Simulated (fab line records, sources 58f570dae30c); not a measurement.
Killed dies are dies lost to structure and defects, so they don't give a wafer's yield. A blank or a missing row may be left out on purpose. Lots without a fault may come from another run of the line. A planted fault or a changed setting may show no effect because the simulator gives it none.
fab line records | flow berkeley_cmos170
record lots=5 wafers=23
route steps=331 shown V1@263 M2@272 M3@310
start_h: hours from the record's first day to the start of the lot's first wafer shown | wait_h: hours since the lot's step before | " the same as in the row above | L1.1+2: a row that stands for several wafers | - no value, or no start given | * or withheld: withheld | < > ~ a bound
route shown NAME@n: a module of which the file shows steps, and the number in the route of the first | usual: mean/standard deviation of fault-free wafers | same: alike in all rows | chamber/n: place in a boat | sites: the reading at each site | _std_site: their standard deviation | _edge_site: outer sites' mean less inner sites' | radius_mm: how far each site lies from the wafer's centre | mask NAME#n: copy n | behind: the tool/chamber that last shaped the wafer | hold: why the lot was held/for how many hours/how that ended | device: the transistor (n, p or np) that didn't switch | end of line: the same wafers' tests at the end of the route | a step without rows: its recipe alone | killed: dies lost to structure and defects at the first sort, not the wafer's yield | map: a wafer's dies, x killed, . not, _ none there
set.NAME: the setting as run; set.NAME@STEP: as run at that earlier step | model.NAME: the simulator's own value behind a step, which no gauge read
lots whose settings were changed on purpose; a table a step, a row a wafer
## steps
# step UCB170_V1_EXPOSE_09
# recipe mask_id=VIA1 target_cd_nm=700 na=0.5 sigma_outer=0.6 source_shape=conventional dose_mj=37
# columns lot.wafer tool chamber start_h wait_h mask set.dose_mj
L078.1+4 krf_scanner-02 0 202.67 0.2 VIA1#0 37
L078.2+3+6 " 0 " " VIA1#0 38.69
L079.2+3+6 krf_scanner-02 0 203.91 0.1 VIA1#0 37
L081.1+3+5 krf_scanner-01 0 227.81 0.2 VIA1#0 37
L081.2+6 " 0 " " VIA1#0 35.78
L084.1+2+4+5+6 krf_scanner-02 0 234.13 0.2 VIA1#0 37
L085.1+2+3+4+6 krf_scanner-01 0 235.47 0.2 VIA1#0 37
# step UCB170_V1_PEB_10
# recipe peb_temp_c=130 peb_time_s=withheld resist=KrF
# step UCB170_V1_DEVELOP_11
# recipe developer=TMAH develop_time_s=45 resist=KrF dev_temp_c=21
# step UCB170_V1_CD_MEAS_12
# recipe target_cd_nm=700
# usual cd_nm=699.8/1.2
# columns lot.wafer tool chamber start_h wait_h set.dose_mj@V1_EXPOSE_09 cd_nm
L078.1 cd_sem-02 - 203.06 - 37 698.2
L078.2 " - " " 38.69 705.7
L078.3 " - " " 38.69 705.6
L078.4 " - " " 37 698.1
L078.6 " - " " 38.69 707.1
L079.2 cd_sem-01 - 204.69 - 37 700.3
L079.3 " - " " 37 701.4
L079.6 " - " " 37 700.7
L081.1 cd_sem-01 - 228.56 - 37 701.9
L081.2 " - " " 35.78 694.8
L081.3 " - " " 37 701.0
L081.5 " - " " 37 700.5
L081.6 " - " " 35.78 695.2
L084.1 cd_sem-01 - 234.52 - 37 700.9
L084.2 " - " " 37 700.6
L084.4 " - " " 37 700.0
L084.5 " - " " 37 699.4
L084.6 " - " " 37 700.7
L085.1 cd_sem-01 - 235.92 - 37 697.7
L085.2 " - " " 37 697.5
L085.3 " - " " 37 698.6
L085.4 " - " " 37 698.5
L085.6 " - " " 37 698.7
# step UCB170_V1_ETCH_14
# recipe chemistry=CHF3/CF4/Ar target=SiO2 stop_on=Al CHF3_flow_sccm=45 cf4_flow_sccm=15 Ar_flow_sccm=150 pressure_mtorr=200 rf_w=700 target_depth_a=12500 over_etch_frac=0.25 time_s=291
# columns lot.wafer tool chamber start_h wait_h set.dose_mj@V1_EXPOSE_09 model.V1.cd_nm
L078.1 rie_diel-04 1 203.22 0.0 37 697
L078.2 " 2 " " 38.69 706.9
L078.3 " 3 " " 38.69 706.4
L078.4 " 0 " " 37 699
L078.6 " 2 " " 38.69 708.2
L079.2 rie_diel-03 0 204.83 0.0 37 699.1
L079.3 " 3 " " 37 700.6
L079.6 " 1 " " 37 700.7
L081.1 rie_diel-03 0 228.72 0.0 37 700.9
L081.2 " 1 " " 35.78 694.6
L081.3 " 3 " " 37 700
L081.5 " 3 " " 37 699.8
L081.6 " 0 " " 35.78 693.8
L084.1 rie_diel-01 2 234.68 0.0 37 700.1
L084.2 " 3 " " 37 698.9
L084.4 " 0 " " 37 700.4
L084.5 " 3 " " 37 698.8
L084.6 " 2 " " 37 700.3
L085.1 rie_diel-04 0 236.07 0.0 37 698.8
L085.2 " 3 " " 37 697.8
L085.3 " 2 " " 37 698.3
L085.4 " 1 " " 37 696.9
L085.6 " 0 " " 37 699.4
# step UCB170_V1_STRIP_15
# recipe chemistry=O2 power_w=400 pressure_mtorr=3500 platen_temp_c=withheld o2_flow_sccm=400 overash_fraction=0.5
# step UCB170_V1_CD_MEAS_90
# recipe target_cd_nm=700
# usual cd_nm=699.6/1.2
# columns lot.wafer tool chamber start_h wait_h set.dose_mj@V1_EXPOSE_09 cd_nm
L078.1 cd_sem-02 - 203.49 0.1 37 696.9
L078.2 " - " " 38.69 707.1
L078.3 " - " " 38.69 706.4
L078.4 " - " " 37 698.9
L078.6 " - " " 38.69 708.5
L079.2 cd_sem-01 - 205.12 0.1 37 699.2
L079.3 " - " " 37 700.4
L079.6 " - " " 37 700.6
L081.1 cd_sem-01 - 229.00 0.1 37 700.8
L081.2 " - " " 35.78 694.4
L081.3 " - " " 37 700.0
L081.5 " - " " 37 699.8
L081.6 " - " " 35.78 694.0
L084.1 cd_sem-02 - 234.96 0.1 37 699.9
L084.2 " - " " 37 699.0
L084.4 " - " " 37 700.7
L084.5 " - " " 37 698.6
L084.6 " - " " 37 700.6
L085.1 cd_sem-01 - 236.35 0.1 37 698.9
L085.2 " - " " 37 697.7
L085.3 " - " " 37 698.1
L085.4 " - " " 37 696.9
L085.6 " - " " 37 699.5
# step UCB170_M2_SPUTTER_01
# recipe material=Al target_thk_nm=900 time_s=120 power_w=6000 chamber_pressure_pa=0.5
# columns lot.wafer tool chamber start_h wait_h set.time_s model.Al_of_M2_SPUTTER_01.thk_nm
L078.1 pvd_sputter-03 - 203.68 0.0 120 906.9
L078.2 " - " " 120 886.3
L078.3 " - " " 102.5 764.6
L078.4 " - " " 120 903.6
L078.6 " - " " 102.5 770.8
L079.2 pvd_sputter-02 - 205.29 0.0 120 898.7
L079.3 " - " " 120 898
L079.6 " - " " 120 915.3
L081.1 pvd_sputter-04 - 229.18 0.0 120 898
L081.2 " - " " 120 904.8
L081.3 " - " " 108.8 826.8
L081.5 " - " " 108.8 821
L081.6 " - " " 120 908.8
L084.1 pvd_sputter-03 - 235.15 0.0 120 904.7
L084.2 " - " " 120 887.1
L084.4 " - " " 120 891
L084.5 " - " " 131.9 978.9
L084.6 " - " " 131.9 984.3
L085.1 pvd_sputter-02 - 236.54 0.0 120 902.6
L085.2 " - " " 111.7 826.7
L085.3 " - " " 120 889.7
L085.4 " - " " 111.7 837.8
L085.6 " - " " 120 902.4
# step UCB170_M2_RS_MEAS_02
# recipe thk_meas_gauge=four-point-probe reads=Al_of_M2_SPUTTER_01
# usual M2_AL_RS=0.0322/0.00032
# columns lot.wafer tool chamber start_h wait_h set.time_s@M2_SPUTTER_01 M2_AL_RS[ohm/sq]
L078.1 film_metro-01 - 203.76 0.0 120 0.0320
L078.2 " - " " 120 0.0327
L078.3 " - " " 102.5 0.0380
L078.4 " - " " 120 0.0321
L078.6 " - " " 102.5 0.0376
L079.2 film_metro-01 - 205.39 0.1 120 0.0322
L079.3 " - " " 120 0.0323
L079.6 " - " " 120 0.0317
L081.1 film_metro-03 - 229.27 0.0 120 0.0322
L081.2 " - " " 120 0.0320
L081.3 " - " " 108.8 0.0350
L081.5 " - " " 108.8 0.0353
L081.6 " - " " 120 0.0318
L084.1 film_metro-01 - 235.23 0.0 120 0.0320
L084.2 " - " " 120 0.0326
L084.4 " - " " 120 0.0326
L084.5 " - " " 131.9 0.0296
L084.6 " - " " 131.9 0.0294
L085.1 film_metro-01 - 236.62 0.0 120 0.0321
L085.2 " - " " 111.7 0.0352
L085.3 " - " " 120 0.0326
L085.4 " - " " 111.7 0.0346
L085.6 " - " " 120 0.0321
# step UCB170_M2_THK_MEAS_03
# recipe thk_meas_gauge=xrf reads=Al_of_M2_SPUTTER_01
# usual M2_AL_THK=892/12
# columns lot.wafer tool chamber start_h wait_h set.time_s@M2_SPUTTER_01 M2_AL_THK[nm]
L078.1 film_metro-01 - 203.88 0.1 120 892
L078.2 " - " " 120 875
L078.3 " - " " 102.5 756
L078.4 " - " " 120 891
L078.6 " - " " 102.5 764
L079.2 film_metro-01 - 205.50 0.1 120 886
L079.3 " - " " 120 886
L079.6 " - " " 120 906
L081.1 film_metro-03 - 229.39 0.1 120 887
L081.2 " - " " 120 899
L081.3 " - " " 108.8 816
L081.5 " - " " 108.8 812
L081.6 " - " " 120 895
L084.1 film_metro-01 - 235.35 0.1 120 894
L084.2 " - " " 120 883
L084.4 " - " " 120 885
L084.5 " - " " 131.9 969
L084.6 " - " " 131.9 974
L085.1 film_metro-01 - 236.74 0.1 120 897
L085.2 " - " " 111.7 824
L085.3 " - " " 120 882
L085.4 " - " " 111.7 829
L085.6 " - " " 120 895
# step UCB170_M2_PEB_13
# recipe peb_temp_c=130 peb_time_s=withheld resist=KrF
# columns lot.wafer tool chamber start_h wait_h set.peb_temp_c
L078.1+3+4 litho_track-04 0 205.25 0.1 130
L078.2+6 " 0 " " 127
L079.2+3+6 litho_track-04 0 207.45 0.3 130
L081.1+3 litho_track-03 0 230.86 0.1 128.9
L081.2+5+6 " 0 " " 130
L084.1+4 litho_track-04 0 236.83 0.1 131.2
L084.2+5+6 " 0 " " 130
L085.1+4+6 litho_track-02 0 238.29 0.3 130
L085.2+3 " 0 " " 127.4
# step UCB170_M2_DEVELOP_14
# recipe developer=TMAH develop_time_s=45 resist=KrF dev_temp_c=21
# step UCB170_M2_CD_MEAS_15
# recipe target_cd_nm=700
# usual cd_nm=700.4/1.1
# columns lot.wafer tool chamber start_h wait_h set.peb_temp_c@M2_PEB_13 cd_nm
L078.1 cd_sem-01 - 205.53 - 130 700.6
L078.2 " - " " 127 722.9
L078.3 " - " " 130 698.9
L078.4 " - " " 130 697.9
L078.6 " - " " 127 721.5
L079.2 cd_sem-01 - 207.72 - 130 700.1
L079.3 " - " " 130 700.2
L079.6 " - " " 130 700.8
L081.1 cd_sem-02 - 231.14 - 128.9 707.3
L081.2 " - " " 130 699.5
L081.3 " - " " 128.9 708.8
L081.5 " - " " 130 698.9
L081.6 " - " " 130 701.2
L084.1 cd_sem-01 - 237.10 - 131.2 695.1
L084.2 " - " " 130 701.2
L084.4 " - " " 131.2 692.6
L084.5 " - " " 130 700.2
L084.6 " - " " 130 701.4
L085.1 cd_sem-01 - 238.57 - 130 699.3
L085.2 " - " " 127.4 720.7
L085.3 " - " " 127.4 719.3
L085.4 " - " " 130 701.3
L085.6 " - " " 130 699.7
# step UCB170_M2_ETCH_17
# recipe chemistry=N2/H2 target_depth_a=withheld overetch_a=withheld target=BARC time_s=withheld source_w=500 bias_w=100 pressure_mtorr=30 n2_flow_sccm=100 h2_flow_sccm=200
# columns lot.wafer tool chamber start_h wait_h set.peb_temp_c@M2_PEB_13 model.M2.cd_nm
L078.1 rie_diel-04 3 205.68 0.0 130 701.4
L078.2 " 2 " " 127 723
L078.3 " 1 " " 130 700
L078.4 " 0 " " 130 697.6
L078.6 " 3 " " 127 721.8
L079.2 rie_diel-02 1 207.86 0.0 130 700.2
L079.3 " 0 " " 130 699.3
L079.6 " 0 " " 130 700.3
L081.1 rie_diel-04 2 231.29 0.0 128.9 706.7
L081.2 " 0 " " 130 700
L081.3 " 1 " " 128.9 709
L081.5 " 2 " " 130 698
L081.6 " 1 " " 130 702.3
L084.1 rie_diel-01 2 237.26 0.0 131.2 695
L084.2 " 1 " " 130 700.4
L084.4 " 3 " " 131.2 693.3
L084.5+6 " 0,1 " " 130 700.3
L085.1 rie_diel-02 0 238.72 0.0 130 699.3
L085.2 " 2 " " 127.4 721.3
L085.3 " 1 " " 127.4 719.1
L085.4 " 3 " " 130 701.8
L085.6 " 1 " " 130 700
# step UCB170_M2_METAL_ETCH_18
# recipe chemistry=Cl2/BCl3 target=Al stop_on=SiO2 pressure_mtorr=12 target_depth_a=11700 over_etch_frac=0.3 time_s=195 icp_w=600 bias_w=120 Cl2_flow_sccm=90 bcl3_flow_sccm=45
# usual oes_product_au=0.852/0.012
# columns lot.wafer tool chamber start_h wait_h set.icp_w set.time_s@M2_SPUTTER_01 set.peb_temp_c@M2_PEB_13 oes_product_au model.M2.cd_nm model.KrF_of_M2_COAT_10.thk_nm
L078.1 rie_metal-03 1 205.73 - 547.7 120 130 0.847 709.3 271.4
L078.2 " 0 " " 600 120 127 0.856 729.2 213
L078.3 " 0 " " 547.7 102.5 130 0.796 709.5 -
L078.4 " 1 " " 600 120 130 0.844 702.3 226.2
L078.6 " 1 " " 600 102.5 127 0.776 728.6 -
L079.2 rie_metal-04 1 207.90 - 600 120 130 0.833 700.9 187.2
L079.3 " 0 " " 600 120 130 0.838 698 198.8
L079.6 " 0 " " 600 120 130 0.840 698.2 200.3
L081.1 rie_metal-04 0 231.34 - 600 120 128.9 0.842 701.7 212.4
L081.2 " 1 " " 600 120 130 0.844 699.6 200.6
L081.3 " 1 " " 600 108.8 128.9 0.808 711.7 -
L081.5 " 1 " " 600 108.8 130 0.798 696.9 -
L081.6 " 0 " " 600 120 130 0.847 701.9 213.2
L084.1 rie_metal-01 1 237.30 - 600 120 131.2 0.853 692.9 214.3
L084.2 " 0 " " 600 120 130 0.856 702.1 194.7
L084.4 " 1 " " 631.4 120 131.2 0.841 688.2 186.1
L084.5 " 1 " " 631.4 131.9 130 0.891 699 -
L084.6 " 0 " " 600 131.9 130 0.903 701.6 -
L085.1 rie_metal-03 1 238.77 - 600 120 130 0.852 702.9 224.4
L085.2 " 0 " " 600 111.7 127.4 0.832 724 -
L085.3 " 0 " " 652.1 120 127.4 0.858 716.1 183.4
L085.4 " 1 " " 652.1 111.7 130 0.824 702.2 -
L085.6 " 1 " " 600 120 130 0.851 702.9 225.4
# step UCB170_M2_STRIP_19
# recipe chemistry=O2 power_w=400 pressure_mtorr=3500 platen_temp_c=withheld o2_flow_sccm=400 overash_fraction=0.5
# usual oes_product_au=0.542/0.015
# columns lot.wafer tool chamber start_h wait_h set.icp_w@M2_METAL_ETCH_18 oes_product_au
L078.1 plasma_asher-01 0 205.91 0.1 547.7 0.606
L078.2 " 1 " " 600 0.546
L078.3 " 1 " " 547.7 0.600
L078.4 " 0 " " 600 0.557
L078.6 " 0 " " 600 0.548
L079.2 plasma_asher-04 0 208.09 0.1 600 0.511
L079.3 " 0 " " 600 0.529
L079.6 " 0 " " 600 0.535
L081.1 plasma_asher-01 0 231.52 0.1 600 0.541
L081.2 " 1 " " 600 0.527
L081.3 " 0 " " 600 0.528
L081.5 " 1 " " 600 0.530
L081.6 " 0 " " 600 0.544
L084.1 plasma_asher-01 1 237.49 0.1 600 0.546
L084.2 " 0 " " 600 0.516
L084.4 " 0 " " 631.4 0.518
L084.5 " 0 " " 631.4 0.520
L084.6 " 1 " " 600 0.537
L085.1 plasma_asher-04 0 238.95 0.1 600 0.560
L085.2 " 1 " " 600 0.559
L085.3 " 1 " " 652.1 0.511
L085.4 " 0 " " 652.1 0.511
L085.6 " 1 " " 600 0.557
# step UCB170_M2_CD_MEAS_90
# recipe target_cd_nm=700
# usual cd_nm=701.9/2.8
# columns lot.wafer tool chamber start_h wait_h set.peb_temp_c@M2_PEB_13 cd_nm
L078.1 cd_sem-02 - 206.01 0.1 130 709.2
L078.2 " - " " 127 728.7
L078.3 " - " " 130 709.7
L078.4 " - " " 130 702.3
L078.6 " - " " 127 728.8
L079.2 cd_sem-01 - 208.21 0.1 130 700.9
L079.3 " - " " 130 697.9
L079.6 " - " " 130 698.4
L081.1 cd_sem-01 - 231.62 0.1 128.9 701.5
L081.2 " - " " 130 699.5
L081.3 " - " " 128.9 711.8
L081.5 " - " " 130 696.5
L081.6 " - " " 130 701.7
L084.1 cd_sem-02 - 237.59 0.1 131.2 693.0
L084.2 " - " " 130 701.9
L084.4 " - " " 131.2 688.5
L084.5 " - " " 130 699.4
L084.6 " - " " 130 701.6
L085.1 cd_sem-01 - 239.05 0.1 130 702.7
L085.2 " - " " 127.4 724.0
L085.3 " - " " 127.4 716.4
L085.4 " - " " 130 702.5
L085.6 " - " " 130 702.7
# step UCB170_M3_SPUTTER_01
# recipe material=Al target_thk_nm=900 time_s=120 power_w=6000 chamber_pressure_pa=0.5
# columns lot.wafer tool chamber start_h wait_h set.time_s model.Al_of_M3_SPUTTER_01.thk_nm
L078.1 pvd_sputter-01 - 208.62 0.0 120 910.7
L078.2 " - " " 120 907.8
L078.3 " - " " 111.3 847.8
L078.4 " - " " 111.3 829.9
L078.6 " - " " 111.3 837.2
L079.2 pvd_sputter-02 - 211.25 0.0 120 882.3
L079.3 " - " " 120 879.5
L079.6 " - " " 120 885.1
L081.1 pvd_sputter-04 - 234.12 0.0 120 897.2
L081.2 " - " " 106.5 788.5
L081.3 " - " " 106.5 804.4
L081.5 " - " " 106.5 786.9
L081.6 " - " " 120 893.9
L084.1 pvd_sputter-01 - 240.31 0.0 120 890.9
L084.2 " - " " 120 909.8
L084.4 " - " " 120 902.3
L084.5 " - " " 120 902
L084.6 " - " " 120 899.5
L085.1 pvd_sputter-04 - 242.68 0.0 120 900
L085.2 " - " " 120 899.4
L085.3 " - " " 120 898.5
L085.4 " - " " 120 899.6
L085.6 " - " " 120 894.2
# step UCB170_M3_RS_MEAS_02
# recipe thk_meas_gauge=four-point-probe reads=Al_of_M3_SPUTTER_01
# usual M3_AL_RS=0.0323/0.00035
# columns lot.wafer tool chamber start_h wait_h set.time_s@M3_SPUTTER_01 M3_AL_RS[ohm/sq]
L078.1 film_metro-03 - 208.71 0.0 120 0.0317
L078.2 " - " " 120 0.0319
L078.3 " - " " 111.3 0.0341
L078.4 " - " " 111.3 0.0349
L078.6 " - " " 111.3 0.0346
L079.2 film_metro-02 - 211.35 0.1 120 0.0329
L079.3 " - " " 120 0.0330
L079.6 " - " " 120 0.0327
L081.1 film_metro-04 - 234.20 0.0 120 0.0323
L081.2 " - " " 106.5 0.0368
L081.3 " - " " 106.5 0.0360
L081.5 " - " " 106.5 0.0368
L081.6 " - " " 120 0.0323
L084.1 film_metro-02 - 240.39 0.0 120 0.0326
L084.2 " - " " 120 0.0318
L084.4 " - " " 120 0.0321
L084.5 " - " " 120 0.0322
L084.6 " - " " 120 0.0322
L085.1 film_metro-03 - 242.77 0.0 120 0.0321
L085.2 " - " " 120 0.0322
L085.3 " - " " 120 0.0322
L085.4 " - " " 120 0.0322
L085.6 " - " " 120 0.0323
# step UCB170_M3_THK_MEAS_03
# recipe thk_meas_gauge=xrf reads=Al_of_M3_SPUTTER_01
# usual M3_AL_THK=895/12
# columns lot.wafer tool chamber start_h wait_h set.time_s@M3_SPUTTER_01 M3_AL_THK[nm]
L078.1 film_metro-03 - 208.83 0.1 120 906
L078.2 " - " " 120 895
L078.3 " - " " 111.3 840
L078.4 " - " " 111.3 820
L078.6 " - " " 111.3 829
L079.2 film_metro-02 - 211.46 0.1 120 881
L079.3 " - " " 120 880
L079.6 " - " " 120 886
L081.1 film_metro-04 - 234.32 0.1 120 898
L081.2 " - " " 106.5 793
L081.3 " - " " 106.5 811
L081.5 " - " " 106.5 785
L081.6 " - " " 120 892
L084.1 film_metro-02 - 240.51 0.1 120 889
L084.2 " - " " 120 905
L084.4 " - " " 120 898
L084.5 " - " " 120 898
L084.6 " - " " 120 890
L085.1 film_metro-03 - 242.89 0.1 120 895
L085.2 " - " " 120 899
L085.3 " - " " 120 894
L085.4 " - " " 120 894
L085.6 " - " " 120 895
# step UCB170_M3_COAT_10
# recipe resist=KrF spin_rpm=1500 resist_thk_nm=900
# columns lot.wafer tool chamber start_h wait_h set.spin_rpm model.KrF_of_M3_COAT_10.thk_nm
L078.1 litho_track-02 0 - - 1500 902.2
L078.2 " 0 " " 1500 899.9
L078.3 " 0 " " 1500 -
L078.4+6 " 0 " " 1450 -
L079.2 litho_track-04 0 - - 1500 899
L079.3 " 0 " " 1500 898.8
L079.6 " 0 " " 1500 899.6
L081.1 litho_track-02 0 - - 1395 928.3
L081.2+3 " 0 " " 1500 -
L081.5 " 0 " " 1395 -
L081.6 " 0 " " 1500 893.3
L084.1 litho_track-02 0 - - 1500 901.1
L084.2+5 " 0 " " 1500 902.1
L084.4 " 0 " " 1500 901.3
L084.6 " 0 " " 1500 900.4
L085.1 litho_track-01 0 - - 1416 928.3
L085.2 " 0 " " 1500 901.1
L085.3 " 0 " " 1416 928.9
L085.4 " 0 " " 1416 930
L085.6 " 0 " " 1500 899.1
## key
split step=UCB170_V1_EXPOSE_09 setting=dose_mj stated=37 by=wafer
response step=UCB170_V1_CD_MEAS_12 reading=cd_nm change=+1.78 per=1% r=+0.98
response step=UCB170_V1_ETCH_14 reading=model.V1.cd_nm change=+1.95 per=1% r=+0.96
response step=UCB170_V1_CD_MEAS_90 reading=cd_nm change=+1.98 per=1% r=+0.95
split step=UCB170_M2_SPUTTER_01 setting=time_s stated=120 by=wafer
response step=UCB170_M2_SPUTTER_01 reading=model.Al_of_M2_SPUTTER_01.thk_nm change=+8.93 per=1% r=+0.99
response step=UCB170_M2_RS_MEAS_02 reading=M2_AL_RS change=-0.000352 per=1% r=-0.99
response step=UCB170_M2_THK_MEAS_03 reading=M2_AL_THK change=+8.66 per=1% r=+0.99
response step=UCB170_M2_METAL_ETCH_18 reading=oes_product_au change=+0.00437 per=1% r=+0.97
split step=UCB170_M2_PEB_13 setting=peb_temp_c stated=130 by=wafer
response step=UCB170_M2_CD_MEAS_15 reading=cd_nm change=-9.78 per=1% r=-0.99
response step=UCB170_M2_ETCH_17 reading=model.M2.cd_nm change=-9.58 per=1% r=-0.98
response step=UCB170_M2_METAL_ETCH_18 reading=model.M2.cd_nm change=-9.26 per=1% r=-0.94
response step=UCB170_M2_CD_MEAS_90 reading=cd_nm change=-9.26 per=1% r=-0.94
split step=UCB170_M2_METAL_ETCH_18 setting=icp_w stated=600 by=wafer
response step=UCB170_M2_METAL_ETCH_18 reading=model.KrF_of_M2_COAT_10.thk_nm change=-5.08 per=1% r=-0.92
response step=UCB170_M2_STRIP_19 reading=oes_product_au change=-0.00533 per=1% r=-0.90
split step=UCB170_M3_SPUTTER_01 setting=time_s stated=120 by=wafer
response step=UCB170_M3_SPUTTER_01 reading=model.Al_of_M3_SPUTTER_01.thk_nm change=+9.3 per=1% r=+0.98
response step=UCB170_M3_RS_MEAS_02 reading=M3_AL_RS change=-0.000378 per=1% r=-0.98
response step=UCB170_M3_THK_MEAS_03 reading=M3_AL_THK change=+9.11 per=1% r=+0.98
split step=UCB170_M3_COAT_10 setting=spin_rpm stated=1500 by=wafer
response step=UCB170_M3_COAT_10 reading=model.KrF_of_M3_COAT_10.thk_nm change=-5.11 per=1% r=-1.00
